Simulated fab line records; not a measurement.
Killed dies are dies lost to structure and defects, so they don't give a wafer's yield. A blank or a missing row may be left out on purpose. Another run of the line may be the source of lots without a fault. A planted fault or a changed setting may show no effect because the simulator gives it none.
Split-lot study || flow berkeley_cmos170 || 5 lots, 23 wafers read, on a route of 331 steps

## ON THE SPLIT
At UCB170_PSD_IMPLANT_08, the setting energy_kev was moved away from the recipe's 20 on 10 of the 23 wafers read, by -5.4% to +2.8%. All remaining wafers had this setting at the recipe value.

The reading comes from the split's own step.

## THE READING
implant.drp_nm (the simulator's own value, which no gauge read), in nm, at UCB170_PSD_IMPLANT_08. The file gives no usual value for it.

{"wafer": "L075.1", "tool, chamber at the split": "implanter-04, 0", "energy_kev as run": 20, "against the recipe": "recipe", "implant.drp_nm, nm": 28.34, "against lot-mates on the recipe": "-"}
{"wafer": "L075.3", "tool, chamber at the split": "implanter-04, 0", "energy_kev as run": 20, "against the recipe": "recipe", "implant.drp_nm, nm": 28.34, "against lot-mates on the recipe": "-"}
{"wafer": "L075.4", "tool, chamber at the split": "implanter-04, 0", "energy_kev as run": 20, "against the recipe": "recipe", "implant.drp_nm, nm": 28.34, "against lot-mates on the recipe": "-"}
{"wafer": "L075.2", "tool, chamber at the split": "implanter-04, 0", "energy_kev as run": 19.58, "against the recipe": "-2.1%", "implant.drp_nm, nm": 27.92, "against lot-mates on the recipe": -0.42}
{"wafer": "L075.5", "tool, chamber at the split": "implanter-04, 0", "energy_kev as run": 19.58, "against the recipe": "-2.1%", "implant.drp_nm, nm": 27.92, "against lot-mates on the recipe": -0.42}
{"wafer": "L076.1", "tool, chamber at the split": "implanter-01, 0", "energy_kev as run": 20.34, "against the recipe": "+1.7%", "implant.drp_nm, nm": 28.69, "against lot-mates on the recipe": "+0.35"}
{"wafer": "L076.4", "tool, chamber at the split": "implanter-01, 0", "energy_kev as run": 20.34, "against the recipe": "+1.7%", "implant.drp_nm, nm": 28.69, "against lot-mates on the recipe": "+0.35"}
{"wafer": "L076.6", "tool, chamber at the split": "implanter-01, 0", "energy_kev as run": 20.34, "against the recipe": "+1.7%", "implant.drp_nm, nm": 28.69, "against lot-mates on the recipe": "+0.35"}
{"wafer": "L076.3", "tool, chamber at the split": "implanter-01, 0", "energy_kev as run": 20, "against the recipe": "recipe", "implant.drp_nm, nm": 28.34, "against lot-mates on the recipe": "-"}
{"wafer": "L076.5", "tool, chamber at the split": "implanter-01, 0", "energy_kev as run": 20, "against the recipe": "recipe", "implant.drp_nm, nm": 28.34, "against lot-mates on the recipe": "-"}
{"wafer": "L082.1", "tool, chamber at the split": "implanter-04, 0", "energy_kev as run": 20, "against the recipe": "recipe", "implant.drp_nm, nm": 28.34, "against lot-mates on the recipe": "-"}
{"wafer": "L082.2", "tool, chamber at the split": "implanter-04, 0", "energy_kev as run": 20, "against the recipe": "recipe", "implant.drp_nm, nm": 28.34, "against lot-mates on the recipe": "-"}
{"wafer": "L082.6", "tool, chamber at the split": "implanter-04, 0", "energy_kev as run": 20, "against the recipe": "recipe", "implant.drp_nm, nm": 28.34, "against lot-mates on the recipe": "-"}
{"wafer": "L082.3", "tool, chamber at the split": "implanter-04, 0", "energy_kev as run": 18.91, "against the recipe": "-5.4%", "implant.drp_nm, nm": 27.24, "against lot-mates on the recipe": -1.10}
{"wafer": "L082.5", "tool, chamber at the split": "implanter-04, 0", "energy_kev as run": 18.91, "against the recipe": "-5.4%", "implant.drp_nm, nm": 27.24, "against lot-mates on the recipe": -1.10}
{"wafer": "L080.1", "tool, chamber at the split": "implanter-01, 0", "energy_kev as run": 20.57, "against the recipe": "+2.8%", "implant.drp_nm, nm": 28.95, "against lot-mates on the recipe": "+0.61"}
{"wafer": "L080.5", "tool, chamber at the split": "implanter-01, 0", "energy_kev as run": 20.57, "against the recipe": "+2.8%", "implant.drp_nm, nm": 28.95, "against lot-mates on the recipe": "+0.61"}
{"wafer": "L080.6", "tool, chamber at the split": "implanter-01, 0", "energy_kev as run": 20.57, "against the recipe": "+2.8%", "implant.drp_nm, nm": 28.95, "against lot-mates on the recipe": "+0.61"}
{"wafer": "L080.3", "tool, chamber at the split": "implanter-01, 0", "energy_kev as run": 20, "against the recipe": "recipe", "implant.drp_nm, nm": 28.34, "against lot-mates on the recipe": "-"}
{"wafer": "L080.4", "tool, chamber at the split": "implanter-01, 0", "energy_kev as run": 20, "against the recipe": "recipe", "implant.drp_nm, nm": 28.34, "against lot-mates on the recipe": "-"}
{"wafer": "L085.1", "tool, chamber at the split": "implanter-04, 0", "energy_kev as run": 20, "against the recipe": "recipe", "implant.drp_nm, nm": 28.34, "against lot-mates on the recipe": "-"}
{"wafer": "L085.3", "tool, chamber at the split": "implanter-04, 0", "energy_kev as run": 20, "against the recipe": "recipe", "implant.drp_nm, nm": 28.34, "against lot-mates on the recipe": "-"}
{"wafer": "L085.5", "tool, chamber at the split": "implanter-04, 0", "energy_kev as run": 20, "against the recipe": "recipe", "implant.drp_nm, nm": 28.34, "against lot-mates on the recipe": "-"}

FIT RESULTS
A straight line over all 23 wafers: implant.drp_nm changes by +0.205 nm for each +1% of energy_kev; r = +1.00; the points scatter about the line by 0.0097 nm.
The same after taking each lot's own level away (the mean of its wafers on the recipe; 23 wafers): +0.205 nm for each +1%; r = +1.00; scatter 0.0097 nm.
The reading moves by 1.1 nm for the largest change in energy_kev, on that fit.
The lots' own levels span 28.340 to 28.340 nm.
Consequently the slope shifts little with the lot-to-lot level, the two slopes agreeing.
Check: -1.12 nm against its lot-mates is what the line predicts for one of the wafers moved furthest among these (-5.4%) when that wafer is left out of the fit. It came out at -1.1 nm against them.

## OTHER SPLITS APPLIED TO THESE WAFERS
Before the reading, these wafers also passed through other splits. Each is held against what the fit with the lots' levels taken away leaves over:
{"other split on the same wafers": "UCB170_GATE_EXPOSE_09 dose_mj", "wafers away from the commonest value": 3, "r with implant.drp_nm (lot level and that fit taken away)": -0.82}
{"other split on the same wafers": "UCB170_PLDD_PEB_04 peb_temp_c", "wafers away from the commonest value": 11, "r with implant.drp_nm (lot level and that fit taken away)": -0.10}
{"other split on the same wafers": "UCB170_NLDD_COAT_01 resist_thk_nm", "wafers away from the commonest value": 10, "r with implant.drp_nm (lot level and that fit taken away)": -0.04}
{"other split on the same wafers": "UCB170_NLDD_IMPLANT_09 dose_cm2", "wafers away from the commonest value": 10, "r with implant.drp_nm (lot level and that fit taken away)": -0.10}
{"other split on the same wafers": "UCB170_PSD_EXPOSE_03 dose_mj", "wafers away from the commonest value": 8, "r with implant.drp_nm (lot level and that fit taken away)": -0.32}

## THE WHOLE CHAIN: every reading that the file lists as answering this split, in the file's order
{"step": "UCB170_PSD_IMPLANT_08", "what it does": "", "reading": "implant.rp_nm (the simulator's own value, which no gauge read)", "change (the file's fit)": "+0.643 nm for each +1% of the setting", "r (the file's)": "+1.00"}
{"step": "UCB170_PSD_IMPLANT_08", "what it does": "", "reading": "implant.drp_nm (the simulator's own value, which no gauge read)", "change (the file's fit)": "+0.203 nm for each +1% of the setting", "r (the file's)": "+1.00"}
{"step": "UCB170_PSD_STRIP_09", "what it does": "strips in O2", "reading": "strip_time_to_endpoint_s", "change (the file's fit)": "withheld for each +1% of the setting", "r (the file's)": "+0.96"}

## THE FILE'S OWN FIT
implant.drp_nm changes by +0.203 nm for each +1% of energy_kev, r = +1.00.
